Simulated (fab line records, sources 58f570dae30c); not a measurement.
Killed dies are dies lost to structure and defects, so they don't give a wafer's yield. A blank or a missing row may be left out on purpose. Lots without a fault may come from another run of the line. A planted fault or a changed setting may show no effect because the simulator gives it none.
Which tool did it? | flow berkeley_cmos170 | 14 lots, 42 wafers sampled, at 4 steps of a route of 331

WHAT THE GAUGES READ, wafer by wafer
UCB170_GATE_OVL_MEAS_13.
lot  | measured     | on         | GATE_OVL (nm)
L615 | day 6 14:29  | overlay-01 | -6 -2 1
L617 | day 7 03:05  | overlay-02 | -10 -14 -4
L616 | day 7 03:21  | overlay-01 | -3 -2 -3
L619 | day 7 21:23  | overlay-01 | -2 -2 -5
L621 | day 8 03:02  | overlay-01 | -4 -2 -3
L622 | day 8 13:45  | overlay-02 | 0 -4 0
L623 | day 8 20:17  | overlay-01 | -7 -7 -4
L624 | day 8 20:32  | overlay-02 | 2 0 -1
L626 | day 9 13:34  | overlay-02 | -12 -11 -6
L628 | day 10 02:58 | overlay-01 | 4 -11 -8
L633 | day 10 16:41 | overlay-02 | -7 -10 0
L631 | day 10 17:14 | overlay-02 | -7 -4 -1
L634 | day 11 02:15 | overlay-02 | 6 -6 -9
L635 | day 11 02:30 | overlay-01 | -2 2 -1

UCB170_NSD_CD_MEAS_06: target cd 1200 nm.
lot  | measured     | on        | cd_nm (nm)
L615 | day 7 07:59  | cd_sem-01 | 1200.3 1199.1 1198.2
L617 | day 7 14:39  | cd_sem-02 | 1198.1 1199.1 1200.0
L616 | day 7 14:22  | cd_sem-01 | 1199.6 1199.7 1200.0
L619 | day 8 09:27  | cd_sem-02 | 1200.8 1199.9 1200.0
L621 | day 8 15:28  | cd_sem-02 | 1199.6 1199.8 1200.0
L622 | day 9 03:18  | cd_sem-02 | 1199.6 1200.3 1200.8
L623 | day 9 09:38  | cd_sem-01 | 1199.0 1199.5 1199.6
L624 | day 9 09:55  | cd_sem-02 | 1204.1 1202.2 1205.1
L626 | day 10 04:45 | cd_sem-01 | 1200.8 1200.4 1199.6
L628 | day 10 14:26 | cd_sem-01 | 1198.2 1197.8 1197.8
L633 | day 11 06:26 | cd_sem-02 | 1200.0 1200.7 1201.8
L631 | day 11 06:22 | cd_sem-01 | 1201.4 1201.7 1201.3
L634 | day 11 16:56 | cd_sem-02 | 1201.6 1200.8 1199.9
L635 | day 11 17:17 | cd_sem-01 | 1200.5 1199.8 1199.5

UCB170_M3_BOW_MEAS_20.
lot  | measured     | on            | M3_BOW (um)
L615 | day 8 08:52  | film_metro-01 | 47 39 27
L617 | day 8 17:14  | film_metro-01 | 39 38 27
L616 | day 8 16:55  | film_metro-02 | 32 29 27
L619 | day 9 11:47  | film_metro-02 | 46 40 33
L621 | day 9 18:03  | film_metro-02 | 39 40 35
L622 | day 10 07:18 | film_metro-02 | 31 25 26
L623 | day 10 13:38 | film_metro-01 | 27 26 32
L624 | day 10 13:22 | film_metro-04 | 27 40 27
L626 | day 11 12:14 | film_metro-04 | 51 28 39
L628 | day 11 17:17 | film_metro-01 | 34 38 40
L633 | day 12 10:56 | film_metro-02 | 34 40 33
L631 | day 12 11:01 | film_metro-04 | 28 34 45
L634 | day 12 18:20 | film_metro-04 | 41 37 29
L635 | day 12 20:37 | film_metro-02 | 53 34 22

WHICH TOOL RAN EACH LOT (tool, then ch and the chambers of the sampled wafers, then the start)
lot  | UCB170_M3_PEB_13
L615 | litho_track-03 ch 0, day 8 07:59
L617 | litho_track-01 ch 0, day 8 16:22
L616 | litho_track-01 ch 0, day 8 16:02
L619 | litho_track-03 ch 0, day 9 10:52
L621 | litho_track-02 ch 0, day 9 17:10
L622 | litho_track-03 ch 0, day 10 06:25
L623 | litho_track-03 ch 0, day 10 12:46
L624 | litho_track-02 ch 0, day 10 12:29
L626 | litho_track-03 ch 0, day 11 11:22
L628 | litho_track-02 ch 0, day 11 16:23
L633 | litho_track-01 ch 0, day 12 10:04
L631 | litho_track-02 ch 0, day 12 10:08
L634 | litho_track-03 ch 0, day 12 17:26
L635 | litho_track-01 ch 0, day 12 19:43
- UCB170_M3_PEB_13

WHAT THE TOOLS THEMSELVES READ (means of the sampled wafers that have a number; where no wafer has one, the mark that the record gives instead)
UCB170_M3_PEB_13.
lot  | tool           | heater_power_total_W (W)
L615 | litho_track-03 | 56.78
L617 | litho_track-01 | 56.75
L616 | litho_track-01 | 56.80
L619 | litho_track-03 | 56.78
L621 | litho_track-02 | 56.77
L622 | litho_track-03 | 56.79
L623 | litho_track-03 | 56.78
L624 | litho_track-02 | 56.81
L626 | litho_track-03 | 56.81
L628 | litho_track-02 | 57.19
L633 | litho_track-01 | 56.81
L631 | litho_track-02 | 57.24
L634 | litho_track-03 | 56.77
L635 | litho_track-01 | 56.79

THE ANSWER, worked out from the rows above alone
Rule: what is usual is taken from the lots themselves. Put in order of their means at a reading, lots are off if they are a third of the lots or fewer, leave a main group of 4 or more, and stand apart from it by a gap of 3 or more times the standard deviation of the main group's means; of several such gaps the widest counts. A main group whose means are all the same, to the digits that the tables above print for the reading, isn't used. A lot without any number at a reading at which 4 lots or more have one is off too. The other lots that the step has rows for count as sound. The gauges are gone through in route order, then the tools' own readings, and for those a lot's mean is taken as printed above. The first step at which some lot is off is used, and at that step the reading that is off furthest; a lot without a number counts as furthest.
Off: L628, L631, at UCB170_M3_PEB_13 (heater_power_total_W). The main group: mean 56.79 W, standard deviation 0.018.
A tool fits if, at that step or a process step before it, it ran every lot that is off, and no sound lot after the first of them. One fits: litho_track-02 at UCB170_M3_PEB_13. Its last sound lot is L624 (day 10 12:29), its first lot that is off L628 (day 11 16:23): a fault that began between those two fits.
The tool's own readings at UCB170_M3_PEB_13 bear it out: on the lots that are off they differ by more than 5 times the standard deviation of the sound lots' means. heater_power_total_W reads 57.22 W there against 56.79 W on the sound lots.

WHAT THE SIMULATOR HAD PUT IN
Process parameter drift: litho_track-02, from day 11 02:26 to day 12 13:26, at UCB170_M3_PEB_13. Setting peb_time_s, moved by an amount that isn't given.
Lots struck among those shown: L628, L631. The rule above found the same.
